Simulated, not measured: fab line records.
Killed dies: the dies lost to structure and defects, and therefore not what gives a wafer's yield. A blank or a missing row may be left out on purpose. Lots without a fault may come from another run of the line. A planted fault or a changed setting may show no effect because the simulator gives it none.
Which of the tools did it? || flow rit cmos || 14 lots, 42 wafers sampled, at 3 steps of a route of 202

## WHAT THE GAUGES READ, wafer by wafer
RIT_NSD_OVL_MEAS_06.
{"lot": "L855", "measured": "day 2 23:02", "on": "overlay-02", "NSD_OVL (nm)": "-2.2 -0.1 -3.6"}
{"lot": "L856", "measured": "day 3 04:43", "on": "overlay-02", "NSD_OVL (nm)": "0.2 0.7 -2.1"}
{"lot": "L857", "measured": "day 3 08:38", "on": "overlay-01", "NSD_OVL (nm)": "1.3 0.2 1.3"}
{"lot": "L861", "measured": "day 4 05:07", "on": "overlay-01", "NSD_OVL (nm)": "1.4 2.5 0.7"}
{"lot": "L863", "measured": "day 4 15:30", "on": "overlay-02", "NSD_OVL (nm)": "0.7 -1.5 -2.0"}
{"lot": "L864", "measured": "day 4 19:31", "on": "overlay-02", "NSD_OVL (nm)": "1.2 1.1 3.5"}
{"lot": "L866", "measured": "day 5 05:15", "on": "overlay-02", "NSD_OVL (nm)": "-1.2 -0.1 0.0"}
{"lot": "L867", "measured": "day 5 12:14", "on": "overlay-01", "NSD_OVL (nm)": "2.7 0.2 -1.9"}
{"lot": "L869", "measured": "day 5 21:23", "on": "overlay-01", "NSD_OVL (nm)": "-0.2 -0.2 -2.4"}
{"lot": "L870", "measured": "day 6 01:13", "on": "overlay-01", "NSD_OVL (nm)": "0.5 0.1 0.3"}
{"lot": "L875", "measured": "day 7 03:26", "on": "overlay-01", "NSD_OVL (nm)": "1.3 0.6 -0.2"}
{"lot": "L876", "measured": "day 7 08:14", "on": "overlay-02", "NSD_OVL (nm)": "0.9 0.9 0.1"}
{"lot": "L877", "measured": "day 7 15:10", "on": "overlay-01", "NSD_OVL (nm)": "-1.0 1.1 -3.1"}
{"lot": "L878", "measured": "day 7 19:16", "on": "overlay-02", "NSD_OVL (nm)": "-0.4 1.1 -0.1"}

## WHICH TOOL RAN EACH LOT (tool, then ch and the chambers of the sampled wafers, then the start)
{"lot": "L855", "RIT_ACTIVE_ETCH_13": "rie diel-03 ch 0,1,2, day 1 14:43", "RIT_NRETRO_STRIP_09": "plasma asher-04 ch 0,1, day 2 06:14"}
{"lot": "L856", "RIT_ACTIVE_ETCH_13": "rie diel-04 ch 1,2, day 1 19:50", "RIT_NRETRO_STRIP_09": "plasma asher-04 ch 0,1, day 2 11:18"}
{"lot": "L857", "RIT_ACTIVE_ETCH_13": "rie diel-04 ch 2,3, day 2 00:55", "RIT_NRETRO_STRIP_09": "plasma asher-04 ch 0, day 2 16:13"}
{"lot": "L861", "RIT_ACTIVE_ETCH_13": "rie diel-04 ch 1,2,3, day 2 20:43", "RIT_NRETRO_STRIP_09": "plasma asher-02 ch 0,1, day 3 12:06"}
{"lot": "L863", "RIT_ACTIVE_ETCH_13": "rie diel-01 ch 0,1,3, day 3 06:50", "RIT_NRETRO_STRIP_09": "plasma asher-04 ch 0,1, day 3 22:48"}
{"lot": "L864", "RIT_ACTIVE_ETCH_13": "rie diel-03 ch 1,3, day 3 11:43", "RIT_NRETRO_STRIP_09": "plasma asher-02 ch 0,1, day 4 02:15"}
{"lot": "L866", "RIT_ACTIVE_ETCH_13": "rie diel-01 ch 0,2,3, day 3 21:50", "RIT_NRETRO_STRIP_09": "plasma asher-01 ch 0,1, day 4 12:09"}
{"lot": "L867", "RIT_ACTIVE_ETCH_13": "rie diel-04 ch 0,3, day 4 02:43", "RIT_NRETRO_STRIP_09": "plasma asher-02 ch 0,1, day 4 17:18"}
{"lot": "L869", "RIT_ACTIVE_ETCH_13": "rie diel-01 ch 1,2,3, day 4 12:50", "RIT_NRETRO_STRIP_09": "plasma asher-01 ch 0,1, day 5 03:47"}
{"lot": "L870", "RIT_ACTIVE_ETCH_13": "rie diel-01 ch 0,1, day 4 17:50", "RIT_NRETRO_STRIP_09": "plasma asher-01 ch 0,1, day 5 08:18"}
{"lot": "L875", "RIT_ACTIVE_ETCH_13": "rie diel-01 ch 0,2,3, day 5 19:26", "RIT_NRETRO_STRIP_09": "plasma asher-02 ch 1, day 6 10:07"}
{"lot": "L876", "RIT_ACTIVE_ETCH_13": "rie diel-01 ch 0,2, day 5 23:43", "RIT_NRETRO_STRIP_09": "plasma asher-04 ch 0,1, day 6 15:01"}
{"lot": "L877", "RIT_ACTIVE_ETCH_13": "rie diel-03 ch 0,3, day 6 04:43", "RIT_NRETRO_STRIP_09": "plasma asher-04 ch 0,1, day 6 20:13"}
{"lot": "L878", "RIT_ACTIVE_ETCH_13": "rie diel-04 ch 0,1,2, day 6 09:50", "RIT_NRETRO_STRIP_09": "plasma asher-01 ch 0,1, day 7 00:21"}
- RIT_ACTIVE_ETCH_13: etches Si3N4 in SF6, stops on SiO2, time 210 s, target depth 210 nm.
- RIT_NRETRO_STRIP_09: strips in O2, time 180 s.

## AS READ BY THE TOOLS THEMSELVES (means over the sampled wafers that have a number; for cases with no such wafer, the mark the record gives instead)
RIT_ACTIVE_ETCH_13.
{"lot": "L855", "tool": "rie diel-03", "SF6_flow_sccm (sccm)": 199.6, "drypump motor current A (A)": 5.9, "oes product au (a.u.)": 0.821, "run length s (s)": 238.4, "throttle valve pct (%)": 7.30}
{"lot": "L856", "tool": "rie diel-04", "SF6_flow_sccm (sccm)": 199.8, "drypump motor current A (A)": 5.6, "oes product au (a.u.)": 0.816, "run length s (s)": 238.1, "throttle valve pct (%)": 7.53}
{"lot": "L857", "tool": "rie diel-04", "SF6_flow_sccm (sccm)": 199.6, "drypump motor current A (A)": 6.1, "oes product au (a.u.)": 0.817, "run length s (s)": 239.0, "throttle valve pct (%)": 7.56}
{"lot": "L861", "tool": "rie diel-04", "SF6_flow_sccm (sccm)": 200.4, "drypump motor current A (A)": 5.8, "oes product au (a.u.)": 0.824, "run length s (s)": 238.5, "throttle valve pct (%)": 7.53}
{"lot": "L863", "tool": "rie diel-01", "SF6_flow_sccm (sccm)": 199.7, "drypump motor current A (A)": 5.7, "oes product au (a.u.)": 0.818, "run length s (s)": 238.4, "throttle valve pct (%)": 7.58}
{"lot": "L864", "tool": "rie diel-03", "SF6_flow_sccm (sccm)": 200.1, "drypump motor current A (A)": 5.8, "oes product au (a.u.)": 0.816, "run length s (s)": 238.7, "throttle valve pct (%)": 7.39}
{"lot": "L866", "tool": "rie diel-01", "SF6_flow_sccm (sccm)": 199.9, "drypump motor current A (A)": 5.5, "oes product au (a.u.)": 0.814, "run length s (s)": 238.5, "throttle valve pct (%)": 7.51}
{"lot": "L867", "tool": "rie diel-04", "SF6_flow_sccm (sccm)": 199.9, "drypump motor current A (A)": 5.9, "oes product au (a.u.)": 0.822, "run length s (s)": 238.4, "throttle valve pct (%)": 7.58}
{"lot": "L869", "tool": "rie diel-01", "SF6_flow_sccm (sccm)": 200.3, "drypump motor current A (A)": 5.7, "oes product au (a.u.)": 0.813, "run length s (s)": 238.0, "throttle valve pct (%)": 7.49}
{"lot": "L870", "tool": "rie diel-01", "SF6_flow_sccm (sccm)": 200.2, "drypump motor current A (A)": 6.1, "oes product au (a.u.)": 0.802, "run length s (s)": 238.5, "throttle valve pct (%)": 7.63}
{"lot": "L875", "tool": "rie diel-01", "SF6_flow_sccm (sccm)": 199.7, "drypump motor current A (A)": 5.5, "oes product au (a.u.)": 0.802, "run length s (s)": 245.4, "throttle valve pct (%)": 7.51}
{"lot": "L876", "tool": "rie diel-01", "SF6_flow_sccm (sccm)": 200.0, "drypump motor current A (A)": 5.6, "oes product au (a.u.)": 0.805, "run length s (s)": 245.9, "throttle valve pct (%)": 7.47}
{"lot": "L877", "tool": "rie diel-03", "SF6_flow_sccm (sccm)": 200.0, "drypump motor current A (A)": 5.8, "oes product au (a.u.)": 0.821, "run length s (s)": 238.9, "throttle valve pct (%)": 7.47}
{"lot": "L878", "tool": "rie diel-04", "SF6_flow_sccm (sccm)": 200.4, "drypump motor current A (A)": 5.9, "oes product au (a.u.)": 0.813, "run length s (s)": 238.3, "throttle valve pct (%)": 7.55}

RIT_NRETRO_STRIP_09.
{"lot": "L855", "tool": "plasma asher-04", "drypump motor current A (A)": 5.8}
{"lot": "L856", "tool": "plasma asher-04", "drypump motor current A (A)": 5.8}
{"lot": "L857", "tool": "plasma asher-04", "drypump motor current A (A)": 5.9}
{"lot": "L861", "tool": "plasma asher-02", "drypump motor current A (A)": 5.9}
{"lot": "L863", "tool": "plasma asher-04", "drypump motor current A (A)": 5.8}
{"lot": "L864", "tool": "plasma asher-02", "drypump motor current A (A)": 5.5}
{"lot": "L866", "tool": "plasma asher-01", "drypump motor current A (A)": 5.2}
{"lot": "L867", "tool": "plasma asher-02", "drypump motor current A (A)": 5.5}
{"lot": "L869", "tool": "plasma asher-01", "drypump motor current A (A)": 5.2}
{"lot": "L870", "tool": "plasma asher-01", "drypump motor current A (A)": 5.2}
{"lot": "L875", "tool": "plasma asher-02", "drypump motor current A (A)": 5.1}
{"lot": "L876", "tool": "plasma asher-04", "drypump motor current A (A)": 5.8}
{"lot": "L877", "tool": "plasma asher-04", "drypump motor current A (A)": 5.8}
{"lot": "L878", "tool": "plasma asher-01", "drypump motor current A (A)": 5.2}

## THE ANSWER, worked out from the rows above alone
Rule: usual is defined by the lots themselves. Put in order of their means at a reading, lots are off if they are a third of the lots or fewer, leave a main group of 4 or more, and stand apart from it by a gap of 3 or more times the standard deviation of the main group's means; of several such gaps the widest counts. A main group is skipped when, at the precision printed for the reading in the tables above, its means are all equal. A lot without any number at a reading at which 4 lots or more have one is off too. Where the step has rows for the other lots, those lots are counted as sound. The gauges are gone through in route order, then the tools' own readings, and for those a lot's mean is taken as printed above. The first step at which some lot is off is used, and at that step the reading that is off furthest; a lot without a number counts as furthest.
Off: L875, L876, at RIT_ACTIVE_ETCH_13 (run length s). Main group: mean 238.5 s, sd 0.28.
A tool fits if, at that step or a process step before it, it ran every lot that is off, and no sound lot after the first of them. One fits: RIT_ACTIVE_ETCH_13 on rie diel-01. Its last sound lot is L870 (day 4 17:50), its first lot that is off L875 (day 5 19:26): a fault that began between those two fits.
The tool's own readings at RIT_ACTIVE_ETCH_13 bear it out: on the lots that are off they differ by more than 5 times the standard deviation of the sound lots' means. run length s reads 245.7 s there against 238.5 s on the sound lots.

## WHAT THE SIMULATOR HAD INSERTED
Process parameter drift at RIT_ACTIVE_ETCH_13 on rie diel-01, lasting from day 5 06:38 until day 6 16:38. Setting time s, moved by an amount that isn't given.
Shown lots that were struck: L875, L876. The same result came from the rule above.
